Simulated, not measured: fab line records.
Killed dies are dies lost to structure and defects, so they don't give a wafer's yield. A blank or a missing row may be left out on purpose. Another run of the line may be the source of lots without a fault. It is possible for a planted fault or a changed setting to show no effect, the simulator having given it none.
A lot that was struck, set against a sound lot | flow rit cmos | 31 steps out of a route of 202
Sound: wafers L875.4, L875.5, L875.6. Struck: wafer L886.5 (L886.1, L886.4, from the same lot, were not struck and are left out); the cause is given at the end.
Order at every step that has rows: each side's tool, ch and its chambers, its first start. Under that, the readings that differ: sound wafers | struck wafers | difference of the means | sigmas: that difference in standard deviations of wafers without a fault.
alike: readings with means less than 2 such deviations apart, plus words and numbers identical on both sides. not compared: withheld readings, readings lacking a value on some wafer, bounds such as >300 that could conceal the same value, and numbers that have no deviation in the record and whose values overlap.
A row with sigmas, a row that says differs or no value, or rows on one side alone: a step with any of these is where the two part. Non-overlapping numbers with no deviation appear without sigmas and do not part them. A reading missing from all wafers of one side parts the sides only when that side holds two or more wafers.

first, 4 steps without rows for these wafers: RIT_CONTACT_SOFTBAKE_04 (time 60 s); RIT_CONTACT_EXPOSE_05 (exposes mask M11, target cd 1000 nm); RIT_CONTACT_PEB_06; RIT_CONTACT_DEVELOP_07 (develop time 120 s).
RIT_CONTACT_CD_MEAS_08: target cd 1000 nm.
  sound on cd sem-01 at day 3 14:12; struck on cd sem-02 at day 5 20:33
  alike: cd nm
RIT_CONTACT_OVL_MEAS_09:
  sound on overlay-01 at day 3 14:17; struck on overlay-02 at day 5 20:40
  alike: CONTACT_OVL
then, 1 step without rows for these wafers: RIT_CONTACT_HARDBAKE_10 (time 60 s).
RIT_CONTACT_ETCH_11: etches SiO2 in CHF3/CF4/Ar, stops on TiSi2, target depth 480 nm, time 320 s.
  sound on rie diel-04 ch 1,2,3, day 3 14:33; struck on rie diel-01 ch 3, day 5 21:01
  reading                     | sound       | struck | difference | sigmas
  drypump motor current A (A) | 5.3 6.1 6.6 | 5.1    | -0.9       | -2
  alike: oes product au, throttle valve pct
  not compared: rf hours counter h
RIT_CONTACT_STRIP_12: strips in O2, time 180 s.
  sound on plasma asher-02 ch 0,1, day 3 14:42; struck on plasma asher-01 ch 0, day 5 21:12
  alike: drypump motor current A
  not compared: rf hours counter h
RIT_CONTACT_CD_MEAS_90: target cd 1000 nm.
  sound on cd sem-02 at day 3 14:53; struck on cd sem-01 at day 5 21:23
  alike: cd nm
then, 2 steps without rows for these wafers: RIT_CONTACT_CLEAN_13 (cleans in SC1, time 600 s); RIT_CONTACT_CLEAN_14 (cleans in SC2, time 600 s).
RIT_M1_SPUTTER_00: material Al, target thk 400 nm, time 500 s.
  sound on pvd sputter-01 at day 3 15:17; struck on pvd sputter-02 at day 5 21:51
  alike: chamber pressure pa, throttle valve pct
RIT_M1_RS_MEAS_01: measures by four-point-probe.
  sound on film metro-04 at day 3 15:39; struck on film metro-04 at day 5 22:08
  alike: M1_AL_RS
RIT_M1_THK_MEAS_02: measures by xrf.
  sound on film metro-04 at day 3 15:44; struck on film metro-04 at day 5 22:16
  alike: M1_AL_THK
then, 6 steps without rows for these wafers: RIT_M1_HMDS_03 (prime time 60 s); RIT_M1_COAT_04 (resist thk 1300 nm); RIT_M1_SOFTBAKE_05 (time 60 s); RIT_M1_EXPOSE_06 (exposes mask M12, target cd 2600 nm); RIT_M1_PEB_07; RIT_M1_DEVELOP_08 (develop time 68 s).
RIT_M1_CD_MEAS_09: target cd 2600 nm.
  sound on cd sem-02 at day 3 17:00; struck on cd sem-02 at day 5 23:12
  alike: cd nm
RIT_M1_OVL_MEAS_10:
  sound on overlay-01 at day 3 17:05; struck on overlay-01 at day 5 23:19
  alike: M1_OVL
then, 1 step without rows for these wafers: RIT_M1_HARDBAKE_11 (time 120 s).
RIT_M1_METAL_ETCH_12: etches Al in Cl2/BCl3, stops on SiO2, time 165 s, target depth 600 nm.
  sound on rie metal-03 ch 0,1, day 3 17:25; struck on rie metal-04 ch 1, day 5 23:37
  alike: drypump motor current A, oes product au, throttle valve pct
  not compared: rf hours counter h
then, 1 step without rows for these wafers: RIT_M1_STRIP_13 (strips in nmp, time 600 s).
RIT_M1_STRIP_14: strips in O2, time 180 s.
  sound on plasma asher-04 ch 0,1, day 3 17:45; struck on plasma asher-04 ch 0, day 5 23:57
  alike: drypump motor current A
  not compared: rf hours counter h
RIT_M1_CD_MEAS_90: target cd 2600 nm.
  sound on cd sem-02 at day 3 17:55; struck on cd sem-02 at day 6 00:07
  alike: cd nm
then, 1 step without rows for these wafers: RIT_M1_ANNEAL_15 (time 1800 s).
RIT_M1_BOW_MEAS_16:
  sound on film metro-04 at day 3 19:32; struck on film metro-01 at day 6 01:44
  reading     | sound  | struck | difference | sigmas
  M1_BOW (um) | 16 6 8 | 22     | +12        | +2
RIT_M1_PROBE_99:
  sound on prober-02 at day 3 19:45; struck on prober-01 at day 6 02:04
  reading                               | sound              | struck | difference | sigmas
  defect limited yield (%)              | 97.7 97.7 99.2     | 83.7   | -14.5      | -11
  killed_at_M0_to_M3                    | 0 0 0              | 32     | +32        | +99 or more
  killed dies                           | 6 6 2              | 43     | +38        | +11
  killed on rim                         | 1 1 1              | 7      | +6         | +4
  sort_bin_3_pad_short (%)              | 0.4 0 0            | 4.2    | +4.1       | +17
  sort_bin_5_function (%)               | 1.1 1.5 0.8        | 10.6   | +9.5       | +11
  sort n pass                           | 258 258 262        | 221    | -38        | -11
  sort yield pct (%)                    | 97.7 97.7 99.2     | 83.7   | -14.5      | -11
  model.etest.tester.sort n pass        | 258 258 262        | 221    | -38        |
  model.etest.tester.sort yield pct (%) | 97.73 97.73 99.24  | 83.71  | -14.52     |
  model.etest.tester.sort_bin_5_pct (%) | 1.136 1.515 0.7576 | 10.61  | +9.47      |
  model.etest.tester.sort_bin_3_pct (%) | 0.3788 0 0         | 4.167  | +4.041     |
  alike: killed at contacts, killed at front end, killed open, killed short, sort_bin_6_memory

== WHERE THEY PART ==
Earliest at RIT_CONTACT_ETCH_11; latest, in this record, at RIT_M1_PROBE_99.

WHY: the cause the simulator had injected
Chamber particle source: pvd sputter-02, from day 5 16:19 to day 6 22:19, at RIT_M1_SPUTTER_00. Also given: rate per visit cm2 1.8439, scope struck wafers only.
